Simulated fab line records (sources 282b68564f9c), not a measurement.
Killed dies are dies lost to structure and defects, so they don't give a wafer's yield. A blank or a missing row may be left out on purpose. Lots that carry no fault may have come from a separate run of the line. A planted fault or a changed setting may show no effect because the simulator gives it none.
fab line records | flow rit-cmos
[record] lots = 14 wafers = 42 last-day = 6
route steps=202 shown NWELL@36 M1@202
lots untouched by any fault: they come from a run of this same line in which no faults occurred
start-h: start of the lot's first displayed wafer, in hours after the record's first day | wait-h: how many hours have passed since the lot's step before this one | " unchanged from the row above | L1.1+2: several wafers, shown together as one row | - either no value or no given start | * or withheld: withheld | < > ~ a bound
route shown NAME@n: NAME is a module with steps in the file, n the number in the route of the first one | usual: average and standard deviation across the fault-free wafers | same: alike in all rows | chamber/n: place in a boat | sites: readings site by site | _std_site: standard deviation across them | _edge_site: mean of outer sites minus mean of inner sites | radius-mm: for every site, how far away it sits from the centre of the wafer | mask NAME#n: copy n | behind: the tool/chamber that last shaped the wafer | hold: why the lot was held/for how many hours/how that ended | device: names the non-switching transistor (n, p or np) | end of line: the route-end tests of the same wafers | step lacking rows: just its recipe | killed: the dies lost at the first sort to structure and to defects; this is not the yield of the wafer | map: the dies of a wafer, with x for killed, . for not killed, _ for no die there
set.NAME: the setting the step ran with; set.NAME@STEP: the setting that earlier step ran with | model.NAME: the simulator's own value behind a step, which no gauge read
one table for each step of the route and one row for each wafer, over a sample of lots
services: when a tool's chamber went out of use (start-h, in hours from the record's first day, below 0 if earlier), for how many hours, and the reason
[[steps]]
[step RIT_NWELL_IMPLANT_08]
[recipe] species = P energy-kev = 166.8 dose-cm2 = 5e+13 tilt-deg = 7
[usual] dose-ions-cm2 = 5.001e+13/5.5e+10 faraday-current-uA = 159/3.2
[same] implant-ion-amu = 31
// columns lot.wafer tool chamber start-h wait-h dose-ions-cm2 faraday-current-uA
L571.1 implanter-01 0 21.50 0.2 5.002e+13 156
L571.5 " 0 " " 4.993e+13 157
L571.6 " 0 " " 5.002e+13 162
L573.1 implanter-03 0 32.76 0.2 4.999e+13 157
L573.4 " 0 " " 5.006e+13 156
L573.6 " 0 " " 5.005e+13 157
L574.2 implanter-03 0 35.91 0.2 4.992e+13 163
L574.3 " 0 " " 5.003e+13 156
L574.4 " 0 " " 4.999e+13 156
L575.1 implanter-01 0 42.40 0.2 5.006e+13 161
L575.2 " 0 " " 5.018e+13 155
L575.3 " 0 " " 5.008e+13 166
L576.1 implanter-01 0 47.09 0.2 5.008e+13 162
L576.2 " 0 " " 4.995e+13 161
L576.3 " 0 " " 4.993e+13 162
L577.1 implanter-02 0 51.84 0.2 4.998e+13 158
L577.4 " 0 " " 5e+13 159
L577.5 " 0 " " 5e+13 157
L579.1 implanter-03 0 60.58 0.2 5.009e+13 156
L579.2 " 0 " " 5.01e+13 151
L579.3 " 0 " " 5.004e+13 161
L580.2 implanter-02 0 67.21 0.2 5.006e+13 161
L580.5 " 0 " " 5.007e+13 155
L580.6 " 0 " " 5.01e+13 157
L581.1 implanter-03 0 72.52 0.2 5.001e+13 159
L581.3 " 0 " " 4.994e+13 157
L581.5 " 0 " " 4.996e+13 156
L582.1 implanter-01 0 78.49 0.2 5.001e+13 156
L582.2 " 0 " " 4.995e+13 162
L582.6 " 0 " " 4.999e+13 157
L585.2 implanter-03 0 91.90 0.2 5.006e+13 162
L585.3 " 0 " " 5.002e+13 159
L585.6 " 0 " " 4.995e+13 158
L586.3 implanter-03 0 96.68 0.2 5.287e+13 171
L586.5 " 0 " " 5.286e+13 170
L586.6 " 0 " " 5.287e+13 166
L588.1 implanter-02 0 107.60 0.2 5e+13 157
L588.2 " 0 " " 5.002e+13 155
L588.5 " 0 " " 4.996e+13 163
L589.2 implanter-03 0 113.67 0.2 5.287e+13 171
L589.4 " 0 " " 5.281e+13 170
L589.6 " 0 " " 5.287e+13 167
[step RIT_WELLDRIVE_RS_MEAS_01]
[recipe] thk-meas-gauge = four-point-probe
[usual] NWELL_RS = 275.7/0.8
// columns lot.wafer tool chamber start-h wait-h NWELL_RS[ohm/sq]
L571.1 film-metro-03 - 29.21 0.0 275.9
L571.5 " - " " 275.4
L571.6 " - " " 275.0
L573.1 film-metro-03 - 39.86 0.0 274.4
L573.4 " - " " 275.3
L573.6 " - " " 274.7
L574.2 film-metro-02 - 43.47 0.0 276.0
L574.3 " - " " 275.8
L574.4 " - " " 275.5
L575.1 film-metro-03 - 49.91 0.0 275.9
L575.2 " - " " 275.7
L575.3 " - " " 276.3
L576.1 film-metro-03 - 54.10 0.0 275.3
L576.2 " - " " 275.6
L576.3 " - " " 275.2
L577.1 film-metro-03 - 59.95 0.0 276.5
L577.4 " - " " 275.8
L577.5 " - " " 274.9
L579.1 film-metro-03 - 67.81 0.0 275.1
L579.2 " - " " 275.1
L579.3 " - " " 275.8
L580.2 film-metro-03 - 74.37 0.0 274.6
L580.5 " - " " 275.5
L580.6 " - " " 275.3
L581.1 film-metro-03 - 79.99 0.0 275.5
L581.3 " - " " 275.7
L581.5 " - " " 275.9
L582.1 film-metro-03 - 85.63 0.0 274.6
L582.2 " - " " 275.4
L582.6 " - " " 275.8
L585.2 film-metro-03 - 99.27 0.0 275.4
L585.3 " - " " 275.4
L585.6 " - " " 275.5
L586.3 film-metro-04 - 103.85 0.0 266.8
L586.5 " - " " 266.8
L586.6 " - " " 267.7
L588.1 film-metro-02 - 115.05 0.0 274.7
L588.2 " - " " 274.4
L588.5 " - " " 274.0
L589.2 film-metro-02 - 120.68 0.0 265.8
L589.4 " - " " 267.0
L589.6 " - " " 266.9
[step RIT_M1_PROBE_99]
[usual] killed-at-contacts = 0.1/0.31 killed-at-front-end = 7/3.2 killed-dies = 7/3.2 killed-open = 3.6/1.9 killed-short = 3.6/2
[same] gross-dies = 264 killed_at_M0_to_M3 = 0 killed_at_M4_up = 0 killed-at-back-side = 0 killed-at-other = 0
// columns lot.wafer tool chamber start-h wait-h killed-at-contacts killed-at-front-end killed-dies killed-open killed-short
L573.1 prober-02 - 69.26 0.1 0 5 5 3 1
L573.4 prober-02 - 69.41 0.2 0 11 11 4 6
L573.6 prober-02 - 69.51 0.2 0 7 7 4 3
L580.2 prober-02 - 102.82 0.1 0 7 7 4 3
L580.5 prober-02 - 102.97 0.2 0 6 6 3 3
L580.6 prober-02 - 103.02 0.2 0 2 2 2 0
// killed by level:class
L573.1 GATE:geometric-particle:open=2 FOX1:geometric-particle:open=1 SILICIDE:geometric-particle:short=1 PSD:coat-microbubble-printed=1
L573.4 GATE:geometric-particle:short=3 GATE:geometric-particle:open=2 FOX1:geometric-particle:open=1 REOX:geometric-particle:open=1 REOX:geometric-particle:short=1 SPACER:geometric-particle:short=1 SILICIDE:geometric-particle:short=1 PSD:coat-microbubble-printed=1
L573.6 GATE:geometric-particle:open=3 GATE:geometric-particle:short=1 REOX:geometric-particle:open=1 REOX:geometric-particle:short=1 SPACER:geometric-particle:short=1
L580.2 FOX1:geometric-particle:short=2 FOX1:geometric-particle:open=1 FOX2:geometric-particle:open=1 GATE:geometric-particle:short=1 REOX:geometric-particle:open=1 SPACER:geometric-particle:open=1
L580.5 SPACER:geometric-particle:open=2 SILICIDE:geometric-particle:short=2 FOX2:geometric-particle:open=1 GATE:geometric-particle:short=1
L580.6 FOX1:geometric-particle:open=1 SPACER:geometric-particle:open=1
[[services]]
// columns tool chamber start-h hours kind
implanter-01 - 5.20 4.3 repair
[[key]]
[first-sign] step = RIT_NWELL_IMPLANT_08 reading = dose-ions-cm2 direction = up sigmas = 52 usual = 5.001e+13 struck = 5.286e+13
[effect] step = RIT_NWELL_IMPLANT_08 reading = faraday-current-uA direction = up sigmas = 3.3 usual = 159 struck = 169
[effect] step = RIT_WELLDRIVE_RS_MEAS_01 reading = NWELL_RS direction = down sigmas = 11 usual = 275.7 struck = 266.8
met-at RIT_NWELL_IMPLANT_08
struck-lots L586,L589
tester-left-out L586,L589
onset-between 91.90 96.68
[fault] kind = process-parameter-drift tool = implanter-03 chamber = - onset-h = 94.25 steps = RIT_NWELL_IMPLANT_08 channel = dose-cm2 offset = 2.8569e+12 shape = step end-h = 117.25 acts-in = these-recipes-only stated = 5e+13
// tester-left-out: of these lots the tester's yield and bins aren't shown, on N5 and GAA mostly nor the transistor test; their killed dies are dies lost to structure and defects alone, not to doping, threshold or leakage, so they don't give the yield
